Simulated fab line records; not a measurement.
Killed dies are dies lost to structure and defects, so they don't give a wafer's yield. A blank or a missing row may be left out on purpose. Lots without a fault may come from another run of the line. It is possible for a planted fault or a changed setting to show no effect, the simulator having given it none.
fab line records | flow berkeleyCmos170
record: lots: 5 | wafers: 27
route steps=331 shown V1@254 M3@327
startH: the number of hours between the record's first day and the start of the first shown wafer of the lot | waitH: hours from the lot's prior step to this one | " unchanged from the row above | L1.1+2: several wafers, shown together as one row | - either no value or no given start | * or withheld: withheld | < > ~ a bound
route shown NAME@n: NAME is a module with steps in the file, n the number in the route of the first one | usual: mean/standard deviation of fault-free wafers | same: alike in all rows | chamber/n: place in a boat | sites: per-site readings | _std_site: how widely they spread, as a standard deviation | _edge_site: outer sites' mean less inner sites' | radiusMm: for every site, how far away it sits from the centre of the wafer | mask NAME#n: copy n | behind: tool/chamber where the wafer was last shaped | hold: the reason the lot was held/the length of the hold in hours/how it ended | device: which transistor (n, p or np) failed to switch | end of line: at the end of the route, the tests of the same wafers | for a step that has no rows: nothing shown but its recipe | killed: at the first sort, the dies lost to defects and structure; wafer yield is something else | map: a wafer's dies, marking killed ones x, the rest . and places with no die _
set.NAME: the setting as run; set.NAME@STEP: as run at that earlier step | model.NAME: the simulator's own value behind a step, which no gauge read
one table per step and one row per wafer, for lots whose settings were changed on purpose
== steps ==
step: UCB170_V1_CVD_00
recipe: material: SiO2 | targetThkNm: 2000 | tempC: 390 | precursor: TEOS/O2 | timeS: 250 | rfW: 550 | pressureMtorr: 9000
lot.wafer | tool     | chamber | startH | waitH | set.timeS | model.SiO2_of_V1_CVD_00.thkNm
L076.1    | pecvd-02 | 2       | 209.23 | 0.0   | 250       | 1956
L076.2    | "        | 1       | "      | "     | 250       | 1994
L076.3    | "        | 0       | "      | "     | 250       | 1960
L076.4    | "        | 1       | "      | "     | 250       | 2033
L076.5    | "        | 2       | "      | "     | 250       | 2008
L076.6    | "        | 0       | "      | "     | 250       | 2013
L077.1    | pecvd-01 | 2       | 210.57 | 0.0   | 250       | 1944
L077.2    | "        | 0       | "      | "     | 250       | 1942
L077.3    | "        | 1       | "      | "     | 250       | 1960
L077.4    | "        | 2       | "      | "     | 250       | 2003
L077.5    | "        | 0       | "      | "     | 250       | 1976
L077.6    | "        | 1       | "      | "     | 250       | 2008
L079.1    | pecvd-01 | 1       | 221.05 | 0.0   | 250       | 1992
L079.2    | "        | 0       | "      | "     | 250       | 1980
L079.3    | "        | 2       | "      | "     | 250       | 1997
L081.1    | pecvd-01 | 1       | 223.72 | 0.0   | 250       | 1994
L081.2    | "        | 0       | "      | "     | 250       | 1955
L081.3    | "        | 2       | "      | "     | 250       | 1965
L081.4    | "        | 0       | "      | "     | 142.4     | 1102
L081.5    | "        | 2       | "      | "     | 142.4     | 1154
L081.6    | "        | 1       | "      | "     | 142.4     | 1139
L083.1    | pecvd-02 | 0       | 228.45 | 0.0   | 250       | 1980
L083.2    | "        | 2       | "      | "     | 250       | 1927
L083.3    | "        | 1       | "      | "     | 250       | 1973
L083.4    | "        | 0       | "      | "     | 129.7     | 1009
L083.5    | "        | 1       | "      | "     | 129.7     | 1048
L083.6    | "        | 2       | "      | "     | 129.7     | 1004
step: UCB170_V1_THK_MEAS_01
recipe: reads: SiO2_of_V1_CVD_00
usual: V1_TEOS_THK: 1990/27
lot.wafer | tool         | chamber | startH | waitH | set.timeS@V1_CVD_00 | V1_TEOS_THK[nm]
L076.1    | filmMetro-02 | -       | 209.39 | 0.1   | 250                 | 1955
L076.2    | "            | -       | "      | "     | 250                 | 1993
L076.3    | "            | -       | "      | "     | 250                 | 1960
L076.4    | "            | -       | "      | "     | 250                 | 2031
L076.5    | "            | -       | "      | "     | 250                 | 2008
L076.6    | "            | -       | "      | "     | 250                 | 2014
L077.1    | filmMetro-03 | -       | 210.72 | 0.1   | 250                 | 1942
L077.2    | "            | -       | "      | "     | 250                 | 1940
L077.3    | "            | -       | "      | "     | 250                 | 1960
L077.4    | "            | -       | "      | "     | 250                 | 2003
L077.5    | "            | -       | "      | "     | 250                 | 1976
L077.6    | "            | -       | "      | "     | 250                 | 2010
L079.1    | filmMetro-04 | -       | 221.21 | 0.1   | 250                 | 1993
L079.2    | "            | -       | "      | "     | 250                 | 1979
L079.3    | "            | -       | "      | "     | 250                 | 1995
L081.1    | filmMetro-02 | -       | 223.88 | 0.1   | 250                 | 1994
L081.2    | "            | -       | "      | "     | 250                 | 1955
L081.3    | "            | -       | "      | "     | 250                 | 1965
L081.4    | "            | -       | "      | "     | 142.4               | 1101
L081.5    | "            | -       | "      | "     | 142.4               | 1154
L081.6    | "            | -       | "      | "     | 142.4               | 1139
L083.1    | filmMetro-04 | -       | 228.60 | 0.1   | 250                 | 1978
L083.2    | "            | -       | "      | "     | 250                 | 1928
L083.3    | "            | -       | "      | "     | 250                 | 1973
L083.4    | "            | -       | "      | "     | 129.7               | 1009
L083.5    | "            | -       | "      | "     | 129.7               | 1048
L083.6    | "            | -       | "      | "     | 129.7               | 1003
step: UCB170_M3_METAL_ETCH_18
recipe: chemistry: Cl2/BCl3 | target: Al | stopOn: SiO2 | pressureMtorr: 12 | targetDepthA: 11700 | overEtchFrac: 0.3 | timeS: 195 | icpW: 600 | biasW: 120 | Cl2_flow_sccm: 90 | bcl3FlowSccm: 45
usual: oesProductAu: 0.855/0.018
lot.wafer | tool        | chamber | startH | waitH | set.timeS | oesProductAu | model.KrF_of_M3_COAT_10.thkNm | model.M3.featureDepthNm
L076.1    | rieMetal-01 | 1       | 221.78 | -     | 195       | 0.877        | 209                           | 974.4
L076.2    | "           | 0       | "      | "     | 152.7     | 1.005        | 350.1                         | 938.3
L076.3    | "           | 1       | "      | "     | 195       | 0.877        | 209.8                         | 968.8
L076.4    | "           | 0       | "      | "     | 152.7     | 1.020        | 349.3                         | 957.1
L076.5    | "           | 0       | "      | "     | 152.7     | 1.027        | 350                           | 962.2
L076.6    | "           | 1       | "      | "     | 195       | 0.883        | 208.4                         | 980.1
L077.1    | rieMetal-04 | 1       | 223.80 | -     | 195       | 0.846        | 209.2                         | 961.5
L077.2    | "           | 0       | "      | "     | 228.3     | 0.830        | 69.29                         | 981.4
L077.3    | "           | 1       | "      | "     | 228.3     | 0.827        | 83.89                         | 971.9
L077.4    | "           | 0       | "      | "     | 195       | 0.837        | 191.9                         | 955.6
L077.5    | "           | 1       | "      | "     | 195       | 0.849        | 198.2                         | 972.9
L077.6    | "           | 0       | "      | "     | 228.3     | 0.830        | 67.73                         | 974.3
L079.1    | rieMetal-04 | 0       | 236.48 | -     | 195       | 0.838        | 203.8                         | 952.4
L079.2    | "           | 1       | "      | "     | 195       | 0.841        | 213.3                         | 964.9
L079.3    | "           | 1       | "      | "     | 195       | 0.841        | 216.5                         | 971.9
L081.1    | rieMetal-01 | 0       | 238.73 | -     | 162.8     | 0.964        | 308.9                         | 927
L081.2    | "           | 0       | "      | "     | 162.8     | 0.978        | 311.6                         | 950.4
L081.3    | "           | 0       | "      | "     | 195       | 0.873        | 196.6                         | 940.6
L081.4    | "           | 0       | "      | "     | 162.8     | 0.968        | 308.8                         | 931.1
L081.5    | "           | 0       | "      | "     | 195       | 0.880        | 196.6                         | 948.1
L081.6    | "           | 0       | "      | "     | 195       | 0.877        | 189.3                         | 960.7
L083.1    | rieMetal-01 | 0       | 243.60 | -     | 125.3     | 1.051        | 440.1                         | 771.8
L083.2    | "           | 0       | "      | "     | 195       | 0.885        | 192.7                         | 965.3
L083.3    | "           | 0       | "      | "     | 125.3     | 1.053        | 436.7                         | 776.7
L083.4    | "           | 0       | "      | "     | 195       | 0.887        | 188.7                         | 971.7
L083.5    | "           | 0       | "      | "     | 125.3     | 1.048        | 442.7                         | 775.1
L083.6    | "           | 0       | "      | "     | 195       | 0.875        | 196.1                         | 955.5
step: UCB170_M3_STRIP_19
recipe: chemistry: O2 | powerW: 400 | pressureMtorr: 3500 | platenTempC: withheld | o2FlowSccm: 400 | overashFraction: 0.5
usual: oesProductAu: 0.536/0.012
lot.wafer | tool           | chamber | startH | waitH | set.timeS@M3_METAL_ETCH_18 | oesProductAu
L076.1    | plasmaAsher-03 | 1       | 221.97 | 0.1   | 195                        | 0.546
L076.2    | "              | 0       | "      | "     | 152.7                      | 0.686
L076.3    | "              | 1       | "      | "     | 195                        | 0.546
L076.4    | "              | 0       | "      | "     | 152.7                      | 0.683
L076.5    | "              | 0       | "      | "     | 152.7                      | 0.684
L076.6    | "              | 1       | "      | "     | 195                        | 0.538
L077.1    | plasmaAsher-03 | 1       | 223.99 | 0.1   | 195                        | 0.540
L077.2    | "              | 0       | "      | "     | 228.3                      | 0.393
L077.3    | "              | 1       | "      | "     | 228.3                      | 0.403
L077.4    | "              | 0       | "      | "     | 195                        | 0.515
L077.5    | "              | 0       | "      | "     | 195                        | 0.529
L077.6    | "              | 1       | "      | "     | 228.3                      | 0.393
L079.1    | plasmaAsher-02 | 1       | 236.66 | 0.1   | 195                        | 0.539
L079.2    | "              | 0       | "      | "     | 195                        | 0.542
L079.3    | "              | 0       | "      | "     | 195                        | 0.541
L081.1    | plasmaAsher-04 | 1       | 239.10 | 0.3   | 162.8                      | 0.653
L081.2    | "              | 0       | "      | "     | 162.8                      | 0.640
L081.3    | "              | 0       | "      | "     | 195                        | 0.519
L081.4    | "              | 1       | "      | "     | 162.8                      | 0.641
L081.5    | "              | 0       | "      | "     | 195                        | 0.526
L081.6    | "              | 1       | "      | "     | 195                        | 0.517
L083.1    | plasmaAsher-04 | 0       | 243.98 | 0.3   | 125.3                      | 0.722
L083.2    | "              | 1       | "      | "     | 195                        | 0.527
L083.3    | "              | 1       | "      | "     | 125.3                      | 0.721
L083.4    | "              | 0       | "      | "     | 195                        | 0.523
L083.5    | "              | 0       | "      | "     | 125.3                      | 0.718
L083.6    | "              | 1       | "      | "     | 195                        | 0.533
step: UCB170_M3_CD_MEAS_90
recipe: targetCdNm: 700
usual: cdNm: 698/3.4
lot.wafer | tool     | chamber | startH | waitH | set.timeS@M3_METAL_ETCH_18 | cdNm
L076.1    | cdSem-02 | -       | 222.07 | 0.1   | 195                        | 701
L076.2    | "        | -       | "      | "     | 152.7                      | 712
L076.3    | "        | -       | "      | "     | 195                        | 701
L076.4    | "        | -       | "      | "     | 152.7                      | 712
L076.5    | "        | -       | "      | "     | 152.7                      | 712
L076.6    | "        | -       | "      | "     | 195                        | 702
L077.1    | cdSem-01 | -       | 224.09 | 0.1   | 195                        | 693
L077.2    | "        | -       | "      | "     | 228.3                      | 690
L077.3    | "        | -       | "      | "     | 228.3                      | 685
L077.4    | "        | -       | "      | "     | 195                        | 696
L077.5    | "        | -       | "      | "     | 195                        | 693
L077.6    | "        | -       | "      | "     | 228.3                      | 689
L079.1    | cdSem-01 | -       | 236.76 | 0.1   | 195                        | 700
L079.2    | "        | -       | "      | "     | 195                        | 694
L079.3    | "        | -       | "      | "     | 195                        | 696
L081.1    | cdSem-02 | -       | 239.20 | 0.1   | 162.8                      | 706
L081.2    | "        | -       | "      | "     | 162.8                      | 708
L081.3    | "        | -       | "      | "     | 195                        | 699
L081.4    | "        | -       | "      | "     | 162.8                      | 708
L081.5    | "        | -       | "      | "     | 195                        | 700
L081.6    | "        | -       | "      | "     | 195                        | 699
L083.1    | cdSem-02 | -       | 244.08 | 0.1   | 125.3                      | 723
L083.2    | "        | -       | "      | "     | 195                        | 703
L083.3    | "        | -       | "      | "     | 125.3                      | 719
L083.4    | "        | -       | "      | "     | 195                        | 704
L083.5    | "        | -       | "      | "     | 125.3                      | 720
L083.6    | "        | -       | "      | "     | 195                        | 704
step: UCB170_M3_PROBE_99
lot.wafer | tool      | chamber | startH | waitH | set.timeS@SPACER_CVD_00 | model.etest.ppolyLine.lineOhmUm | model.etest.pmos_0p6.rOnOhmUm | model.etest.pmos_0p35.rOnOhmUm | model.etest.ppolySal.rsOhmSq | model.etest.ppolyLine.rsOhmSq | model.etest.nmos_0p6.rOnOhmUm | model.etest.nmos_0p35.rOnOhmUm
L076.1    | prober-02 | -       | 222.31 | 0.1   | 47                      | 12.47                           | 8444                          | 4645                           | 3.474                        | 3.942                         | 2306                          | 1480
L076.2    | prober-02 | -       | 222.36 | 0.1   | 47                      | 14.73                           | 8334                          | 4644                           | 4.016                        | 4.693                         | 2303                          | 1471
L076.3    | prober-02 | -       | 222.41 | 0.2   | 58.66                   | 780.8                           | 8884                          | 5031                           | 275.3                        | 276.5                         | 2634                          | 1757
L076.4    | prober-02 | -       | 222.46 | 0.2   | 58.66                   | 718.8                           | 8938                          | 5080                           | 252.7                        | 253.3                         | 2589                          | 1739
L076.5    | prober-02 | -       | 222.51 | 0.2   | 58.66                   | 856.2                           | 8823                          | 5039                           | 300.8                        | 299.1                         | 2657                          | 1812
L076.6    | prober-02 | -       | 222.56 | 0.3   | 47                      | 12.07                           | 8614                          | 4745                           | 3.452                        | 3.888                         | 2362                          | 1513
L077.1    | prober-01 | -       | 224.36 | 0.1   | 47                      | 15.06                           | 8246                          | 4544                           | 4.119                        | 4.864                         | 2241                          | 1432
L077.2    | prober-01 | -       | 224.41 | 0.1   | 47                      | 13.23                           | 8372                          | 4576                           | 3.653                        | 4.19                          | 2279                          | 1449
L077.3    | prober-01 | -       | 224.46 | 0.2   | 57.81                   | 639.6                           | -                             | -                              | 224                          | 224.2                         | -                             | -
L077.4    | prober-01 | -       | 224.51 | 0.2   | 57.81                   | 684.4                           | -                             | -                              | 237.4                        | 238                           | -                             | -
L077.5    | prober-01 | -       | 224.56 | 0.2   | 57.81                   | 697.7                           | 8704                          | 4965                           | 244.1                        | 245.5                         | 2470                          | 1652
L077.6    | prober-01 | -       | 224.61 | 0.2   | 47                      | 13.07                           | -                             | -                              | 3.653                        | 4.149                         | -                             | -
L079.1    | prober-01 | -       | 237.00 | 0.1   | 47                      | 15.35                           | 8630                          | 4735                           | 4.115                        | 4.865                         | 2336                          | 1483
L079.2    | prober-01 | -       | 237.05 | 0.1   | 47                      | 15.23                           | 8590                          | 4736                           | 4.111                        | 4.837                         | 2337                          | 1490
L079.3    | prober-01 | -       | 237.10 | 0.2   | 47                      | 15.09                           | 8498                          | 4608                           | 4.108                        | 4.876                         | 2323                          | 1474
L081.1    | prober-02 | -       | 239.44 | 0.1   | 47                      | 14.94                           | -                             | -                              | 4.095                        | 4.821                         | -                             | -
L081.2    | prober-02 | -       | 239.49 | 0.1   | 47                      | 15.02                           | -                             | -                              | 4.117                        | 4.82                          | -                             | -
L081.3    | prober-02 | -       | 239.54 | 0.2   | 47                      | 14.91                           | 8502                          | 4686                           | 4.08                         | 4.81                          | 2295                          | 1462
L081.4    | prober-02 | -       | 239.59 | 0.2   | 47                      | 14.98                           | 8688                          | 4759                           | 4.106                        | 4.79                          | 2326                          | 1484
L081.5    | prober-02 | -       | 239.64 | 0.2   | 47                      | 15.11                           | -                             | -                              | 4.104                        | 4.803                         | -                             | -
L081.6    | prober-02 | -       | 239.69 | 0.2   | 47                      | 15.05                           | 8646                          | 4725                           | 4.068                        | 4.784                         | 2339                          | 1488
L083.1    | prober-01 | -       | 244.32 | 0.1   | 47                      | 14.86                           | 8626                          | 4738                           | 4.121                        | 4.815                         | 2332                          | 1476
L083.2    | prober-01 | -       | 244.37 | 0.1   | 47                      | 15.21                           | 8630                          | 4728                           | 4.135                        | 4.834                         | 2322                          | 1483
L083.3    | prober-01 | -       | 244.42 | 0.2   | 47                      | 21.08                           | 8620                          | 4735                           | 5.569                        | 6.957                         | 2340                          | 1486
L083.4    | prober-01 | -       | 244.47 | 0.2   | 47                      | 15.08                           | 8629                          | 4754                           | 4.13                         | 4.828                         | 2330                          | 1502
L083.5    | prober-01 | -       | 244.52 | 0.2   | 47                      | 21.24                           | 8650                          | 4847                           | 5.612                        | 7.035                         | 2354                          | 1521
L083.6    | prober-01 | -       | 244.57 | 0.2   | 47                      | 21.04                           | 8666                          | 4774                           | 5.49                         | 6.87                          | 2337                          | 1492
killed by level:class
L079.1 GATE:geometricParticle:short=2 FIELD:geometricParticle:open=1 GATE:geometricParticle:open=1 V2:geometricParticle:open=1 M3:geometricParticle:short=1
L079.2 GATE:geometricParticle:short=2 FIELD:geometricParticle:open=1 V1:geometricParticle:short=1
L079.3 M2:geometricParticle:short=1 V2:geometricParticle:short=1 M3:geometricParticle:short=1 ACTIVE:areaEtch=1
== key ==
split: step: UCB170_V1_CVD_00 | setting: timeS | stated: 250 | by: wafer
response: step: UCB170_V1_CVD_00 | reading: model.SiO2_of_V1_CVD_00.thkNm | change: +19.5 | per: 1% | r: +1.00
response: step: UCB170_V1_THK_MEAS_01 | reading: V1_TEOS_THK | change: +19.5 | per: 1% | r: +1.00
split: step: UCB170_M3_METAL_ETCH_18 | setting: timeS | stated: 195 | by: wafer
response: step: UCB170_M3_METAL_ETCH_18 | reading: oesProductAu | change: -0.00468 | per: 1% | r: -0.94
response: step: UCB170_M3_METAL_ETCH_18 | reading: model.KrF_of_M3_COAT_10.thkNm | change: -6.9 | per: 1% | r: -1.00
response: step: UCB170_M3_METAL_ETCH_18 | reading: model.M3.featureDepthNm | shape: bent | atLowest: 774.5 | atStated: 963 | atHighest: 975.8
response: step: UCB170_M3_STRIP_19 | reading: oesProductAu | change: -0.00616 | per: 1% | r: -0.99
response: step: UCB170_M3_CD_MEAS_90 | reading: cdNm | change: -0.464 | per: 1% | r: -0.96
split outsideThisFile step=UCB170_SPACER_CVD_00 setting=timeS
split outsideThisFile: this setting was split too, and the file shows its column; the key of that split is in another file
